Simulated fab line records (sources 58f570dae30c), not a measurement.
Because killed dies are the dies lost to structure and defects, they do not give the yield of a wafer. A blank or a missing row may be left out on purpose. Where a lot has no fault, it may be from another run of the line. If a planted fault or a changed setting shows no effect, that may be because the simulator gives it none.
Which tool did it? + flow berkeley-cmos170 + 14 lots, 42 wafers sampled, at 3 steps of a route of 331

== WHAT THE GAUGES READ, wafer by wafer ==
UCB170_START_THK_MEAS_03.
| lot  | measured    | on            | START_OXIDE_THK (nm) |
|------|-------------|---------------|----------------------|
| L628 | day 1 16:10 | film-metro-04 | 19.6 20.0 19.9       |
| L629 | day 1 20:40 | film-metro-02 | 19.8 19.9 19.8       |
| L630 | day 2 03:20 | film-metro-04 | 19.7 20.0 20.2       |
| L631 | day 2 03:20 | film-metro-02 | 19.9 19.9 19.8       |
| L633 | day 2 17:31 | film-metro-02 | 19.1 19.6 19.6       |
| L634 | day 2 21:35 | film-metro-04 | 20.2 20.4 20.1       |
| L635 | day 3 02:47 | film-metro-02 | 19.7 19.8 19.7       |
| L637 | day 3 12:37 | film-metro-02 | 19.8 20.1 20.3       |
| L638 | day 3 18:02 | film-metro-04 | 21.4 21.3 21.2       |
| L639 | day 4 00:14 | film-metro-03 | 19.7 19.9 19.9       |
| L645 | day 5 03:44 | film-metro-04 | 19.4 19.6 19.9       |
| L647 | day 5 16:07 | film-metro-03 | 20.3 20.5 20.4       |
| L648 | day 5 16:07 | film-metro-04 | 20.1 20.5 20.4       |
| L649 | day 6 01:27 | film-metro-04 | 19.2 19.5 19.3       |

UCB170_PWELL_TW_MEAS_17.
| lot  | measured    | on            | PWELL_TW          |
|------|-------------|---------------|-------------------|
| L628 | day 3 07:15 | film-metro-04 | 381.1 381.8 377.9 |
| L629 | day 3 14:20 | film-metro-02 | 379.5 379.7 379.3 |
| L630 | day 4 02:20 | film-metro-04 | 378.4 377.4 381.4 |
| L631 | day 4 02:06 | film-metro-01 | 380.3 383.1 379.1 |
| L633 | day 4 08:39 | film-metro-01 | 381.3 383.0 381.8 |
| L634 | day 4 19:25 | film-metro-04 | 381.3 380.3 379.4 |
| L635 | day 4 19:41 | film-metro-02 | 378.2 377.8 379.2 |
| L637 | day 5 09:44 | film-metro-02 | 379.2 379.3 378.4 |
| L638 | day 5 09:28 | film-metro-01 | 382.8 382.2 383.9 |
| L639 | day 5 18:11 | film-metro-01 | 381.6 379.1 382.0 |
| L645 | day 7 01:50 | film-metro-01 | 379.9 382.9 382.3 |
| L647 | day 7 17:35 | film-metro-01 | 383.5 383.1 383.2 |
| L648 | day 7 17:52 | film-metro-04 | 339.5 339.6 337.4 |
| L649 | day 8 10:24 | film-metro-01 | 339.5 340.0 336.7 |

== WHAT TOOL EACH LOT RAN ON (gives the tool, then ch and the chambers of the sampled wafers, and finally the start) ==
| lot  | UCB170_PWELL_IMPLANT_15        |
|------|--------------------------------|
| L628 | implanter-03 ch 0, day 3 06:59 |
| L629 | implanter-03 ch 0, day 3 14:05 |
| L630 | implanter-02 ch 0, day 4 02:05 |
| L631 | implanter-03 ch 0, day 4 01:51 |
| L633 | implanter-02 ch 0, day 4 08:25 |
| L634 | implanter-02 ch 0, day 4 19:11 |
| L635 | implanter-03 ch 0, day 4 19:28 |
| L637 | implanter-02 ch 0, day 5 09:30 |
| L638 | implanter-03 ch 0, day 5 09:15 |
| L639 | implanter-03 ch 0, day 5 17:56 |
| L645 | implanter-01 ch 0, day 7 01:35 |
| L647 | implanter-01 ch 0, day 7 17:20 |
| L648 | implanter-02 ch 0, day 7 17:37 |
| L649 | implanter-02 ch 0, day 8 10:09 |
- UCB170_PWELL_IMPLANT_15

== AS READ BY THE TOOLS THEMSELVES (means over the sampled wafers that have a number; for cases with no such wafer, the mark the record gives instead) ==
UCB170_PWELL_IMPLANT_15.
| lot  | tool         | dose-ions-cm2 | faraday-current-uA |
|------|--------------|---------------|--------------------|
| L628 | implanter-03 | 4.997e+12     | 16.0               |
| L629 | implanter-03 | 5.008e+12     | 15.4               |
| L630 | implanter-02 | 4.995e+12     | 16.0               |
| L631 | implanter-03 | 4.997e+12     | 15.9               |
| L633 | implanter-02 | 5.006e+12     | 15.9               |
| L634 | implanter-02 | 4.999e+12     | 15.4               |
| L635 | implanter-03 | 4.999e+12     | 15.8               |
| L637 | implanter-02 | 4.998e+12     | 15.7               |
| L638 | implanter-03 | 4.999e+12     | 15.5               |
| L639 | implanter-03 | 5.000e+12     | 16.0               |
| L645 | implanter-01 | 4.998e+12     | 15.9               |
| L647 | implanter-01 | 4.998e+12     | 16.1               |
| L648 | implanter-02 | 3.350e+12     | 10.3               |
| L649 | implanter-02 | 3.346e+12     | 10.4               |

== THE ANSWER, worked out from the rows above alone ==
Rule: what is usual is taken from the lots themselves. The widest of any qualifying gaps counts: lots, ordered by their means at a reading, are off when they make up no more than a third of the lots, leave a main group of 4 or more, and stand apart from it by 3 or more times the standard deviation of that group's means. The tables above print the reading to a certain number of digits; a main group whose means all agree to those digits is not used. A lot without any number at a reading at which 4 lots or more have one is off too. The other lots that the step has rows for count as sound. After the gauges, taken in route order, come the tools' own readings; for these a lot's mean is taken, as printed above. At the first step where some lot is off, the reading lying furthest off is the one used; lots without a number count as furthest.
Off: at UCB170_PWELL_TW_MEAS_17 (PWELL_TW), L648, L649. Main group: mean 380.7, sd 1.5.
If a tool, at a process step before that reading, ran all the lots that are off and no sound lot after the first of them, it fits. Not tried: the gauges at UCB170_PWELL_TW_MEAS_17; whatever is off there is also off at UCB170_PWELL_IMPLANT_15, on other tools, and gauge error can't account for it. One fits: UCB170_PWELL_IMPLANT_15 on implanter-02. Its last sound lot is L637 (day 5 09:30), its first lot that is off L648 (day 7 17:37): a fault that began between those two fits.
The tool's own readings at UCB170_PWELL_IMPLANT_15 bear it out: on the lots that are off they differ by more than 5 times the standard deviation of the sound lots' means. dose-ions-cm2 reads 3.348e+12 there against 5.000e+12 on the sound lots; faraday-current-uA reads 10.4 there against 15.8 on the sound lots.

== WHAT HAD BEEN PUT IN BY THE SIMULATOR ==
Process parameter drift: implanter-02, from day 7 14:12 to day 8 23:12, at UCB170_PWELL_IMPLANT_15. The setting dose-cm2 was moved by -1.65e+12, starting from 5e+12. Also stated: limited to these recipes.
Lots struck among those shown: L648, L649. The rule above found the same.
